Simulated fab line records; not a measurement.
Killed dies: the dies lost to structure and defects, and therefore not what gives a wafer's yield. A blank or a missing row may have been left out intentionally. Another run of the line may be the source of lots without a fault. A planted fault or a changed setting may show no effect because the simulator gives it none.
Split-lot study    flow rit-cmos    route with 202 steps; 5 lots, 23 wafers read

== THE SPLIT ITSELF ==
At RIT_REOX_OXIDATION_03 (target thk 25.2 nm, ox time 5580 s), the setting temp-c was moved away from the recipe's 900 C on 20 of the 23 wafers read, by -2.4% to +2.4%. All remaining wafers had this setting at the recipe value.

No step appears in the file between the split and the reading.

== THE READING ==
At RIT_REOX_THK_MEAS_04: REOX_OXIDE_THK, given in nm. Fault-free wafers of this fab line usually give 24.9 nm, standard deviation 0.47 nm.

wafer   tool, chamber at the split  temp-c as run, C  against the recipe  REOX_OXIDE_THK, nm  against lot-mates on the recipe
L075.1  furnace-02, 0               900               recipe              24.9                -
L075.4  furnace-02, 0               900               recipe              25.0                -
L075.6  furnace-02, 0               900               recipe              24.8                -
L080.1  -, -                        921.7             +2.4%               32.1                no lot-mate on the recipe
L080.2  -, -                        921.7             +2.4%               31.8                no lot-mate on the recipe
L080.3  -, -                        921.7             +2.4%               32.0                no lot-mate on the recipe
L080.4  -, -                        921.7             +2.4%               31.8                no lot-mate on the recipe
L080.5  -, -                        921.7             +2.4%               32.0                no lot-mate on the recipe
L083.1  -, -                        883.2             -1.9%               21.5                no lot-mate on the recipe
L083.2  -, -                        883.2             -1.9%               20.8                no lot-mate on the recipe
L083.3  -, -                        883.2             -1.9%               20.6                no lot-mate on the recipe
L083.4  -, -                        883.2             -1.9%               21.1                no lot-mate on the recipe
L083.5  -, -                        883.2             -1.9%               20.8                no lot-mate on the recipe
L084.1  -, -                        878.1             -2.4%               19.7                no lot-mate on the recipe
L084.2  -, -                        878.1             -2.4%               19.3                no lot-mate on the recipe
L084.3  -, -                        878.1             -2.4%               19.5                no lot-mate on the recipe
L084.4  -, -                        878.1             -2.4%               19.6                no lot-mate on the recipe
L084.5  -, -                        878.1             -2.4%               19.3                no lot-mate on the recipe
L085.1  -, -                        921.7             +2.4%               30.2                no lot-mate on the recipe
L085.2  -, -                        921.7             +2.4%               30.4                no lot-mate on the recipe
L085.3  -, -                        921.7             +2.4%               30.4                no lot-mate on the recipe
L085.4  -, -                        921.7             +2.4%               30.5                no lot-mate on the recipe
L085.6  -, -                        921.7             +2.4%               30.2                no lot-mate on the recipe

FIT RESULTS
A straight line over all 23 wafers: REOX_OXIDE_THK changes by +2.4 nm for each +1% of temp-c; r = +0.99; the points scatter about the line by 0.61 nm.
Too few moved wafers with a lot-mate on the recipe to fit a line net of each lot's own level.

== THE WHOLE CHAIN: every reading that the file lists as answering this split, in the file's order ==
step                   what it does                        reading                                                                            change (the file's fit)                r (the file's)
RIT_REOX_OXIDATION_03  target thk 25.2 nm, ox time 5580 s  SiO2_of_REOX_OXIDATION_03.thk-nm (the simulator's own value, which no gauge read)  +2.4 nm for each +1% of the setting    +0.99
RIT_REOX_OXIDATION_03  target thk 25.2 nm, ox time 5580 s  poly-Si_of_GATE_CVD_08.thk-nm (the simulator's own value, which no gauge read)     -0.892 nm for each +1% of the setting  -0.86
RIT_REOX_THK_MEAS_04                                       REOX_OXIDE_THK                                                                     +2.4 for each +1% of the setting       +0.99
RIT_SPACER_CLEAN_00    cleans in SC1, time 600 s           SiO2_of_REOX_OXIDATION_03.thk-nm (the simulator's own value, which no gauge read)  +2.21 nm for each +1% of the setting   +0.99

== THE FILE'S OWN FIT ==
REOX_OXIDE_THK changes by +2.4 nm for each +1% of temp-c, r = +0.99.
